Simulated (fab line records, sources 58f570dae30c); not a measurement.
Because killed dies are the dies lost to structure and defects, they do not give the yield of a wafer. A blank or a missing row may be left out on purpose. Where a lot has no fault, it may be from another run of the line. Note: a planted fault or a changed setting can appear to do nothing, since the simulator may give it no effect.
What tool caused it?    flow berkeley-cmos170    Sampling: 14 lots, 42 wafers, 3 of 331 route steps

== WHAT THE GAUGES SHOWED, per wafer ==
UCB170_CONTACT_OVL_MEAS_16. Usual: CONTACT_OVL typically reads 2 nm, with standard deviation 5.4.
lot   measured      on          CONTACT_OVL (nm)  flag
L565  day 8 03:35   overlay-02  5 0 11            
L564  day 8 03:58   overlay-02  4 0 6             
L567  day 9 00:43   overlay-02  5 3 3             
L566  day 9 01:14   overlay-02  -1 1 3            
L568  day 9 04:50   overlay-01  1 5 6             
L571  day 9 11:54   overlay-01  7 4 1             
L570  day 9 12:14   overlay-02  6 13 -3           
L569  day 9 13:37   overlay-01  -1 -5 -2          
L586  day 13 13:55  overlay-02  -2 0 0            
L585  day 13 16:14  overlay-01  -2 9 4            
L587  day 13 23:19  overlay-02  5 2 -3            
L582  day 13 23:40  overlay-02  -2 2 7            
L583  day 14 00:08  overlay-02  -9 -1 -4          
L584  day 14 00:13  overlay-02  -5 -5 -1          

UCB170_M1_RS_MEAS_01: measurement is done with a four-point probe. Usual: M1_AL_RS typically reads 0.0485 ohm/sq, with standard deviation 0.00049.
lot   measured      on             M1_AL_RS (ohm/sq)     flag
L565  day 8 04:17   film-metro-02  0.0487 0.0487 0.0487  
L564  day 8 04:38   film-metro-03  0.0488 0.0494 0.0489  
L567  day 9 01:25   film-metro-01  0.0482 0.0483 0.0478  
L566  day 9 01:55   film-metro-02  0.0485 0.0486 0.0482  
L568  day 9 05:31   film-metro-01  0.0480 0.0480 0.0479  
L571  day 9 12:37   film-metro-01  0.0479 0.0476 0.0477  
L570  day 9 12:54   film-metro-02  0.0479 0.0480 0.0481  
L569  day 9 14:17   film-metro-03  0.0487 0.0491 0.0483  
L586  day 13 14:35  film-metro-01  0.0482 0.0485 0.0487  
L585  day 13 16:56  film-metro-03  0.0483 0.0486 0.0487  
L587  day 13 23:59  film-metro-01  0.0479 0.0482 0.0488  
L582  day 14 00:21  film-metro-03  0.0489 0.0486 0.0490  
L583  day 14 00:49  film-metro-01  0.0487 0.0487 0.0486  
L584  day 14 00:53  film-metro-03  0.0482 0.0483 0.0484  

UCB170_M1_THK_MEAS_02: measures by xrf. Usual: M1_AL_THK typically reads 602 nm, with standard deviation 7.3.
lot   measured      on             M1_AL_THK (nm)  flag
L565  day 8 04:25   film-metro-02  600 598 599     
L564  day 8 04:45   film-metro-03  605 592 601     
L567  day 9 01:31   film-metro-01  607 608 611     
L566  day 9 02:02   film-metro-02  602 603 607     
L568  day 9 05:38   film-metro-01  610 614 609     
L571  day 9 12:43   film-metro-01  611 613 611     
L570  day 9 13:01   film-metro-02  609 604 605     
L569  day 9 14:25   film-metro-03  601 595 602     
L586  day 13 14:42  film-metro-01  611 609 606     
L585  day 13 17:03  film-metro-03  607 599 599     
L587  day 14 00:06  film-metro-01  603 601 599     
L582  day 14 00:28  film-metro-03  601 604 600     
L583  day 14 00:55  film-metro-01  596 603 598     
L584  day 14 01:00  film-metro-03  608 606 606     

== TOOL THAT RAN EACH LOT (tool first, then ch and the chambers of the sampled wafers, then the start) ==
The record shows no process step preceding these readings.

== AS READ BY THE TOOLS THEMSELVES (means over the sampled wafers that have a number; for cases with no such wafer, the mark the record gives instead) ==
The record holds no such reading with a usual standard deviation.

== THE ANSWER, worked out from the rows above alone ==
Rule: take the mean of a lot's wafers that have a number; if it is more than 3 standard deviations from the usual mean, the lot is off. A lot without any number at a reading at which 4 lots or more have one is off too. Where the step has rows for the other lots, those lots are counted as sound. After the gauges, taken in route order, come the tools' own readings; for these a lot's mean is taken, as printed above. At the first step where some lot is off, the reading lying furthest off is the one used; lots without a number count as furthest.
Across all readings shown, no lot is off: no conclusion can be drawn from this.

== WHAT THE SIMULATOR HAD INSERTED ==
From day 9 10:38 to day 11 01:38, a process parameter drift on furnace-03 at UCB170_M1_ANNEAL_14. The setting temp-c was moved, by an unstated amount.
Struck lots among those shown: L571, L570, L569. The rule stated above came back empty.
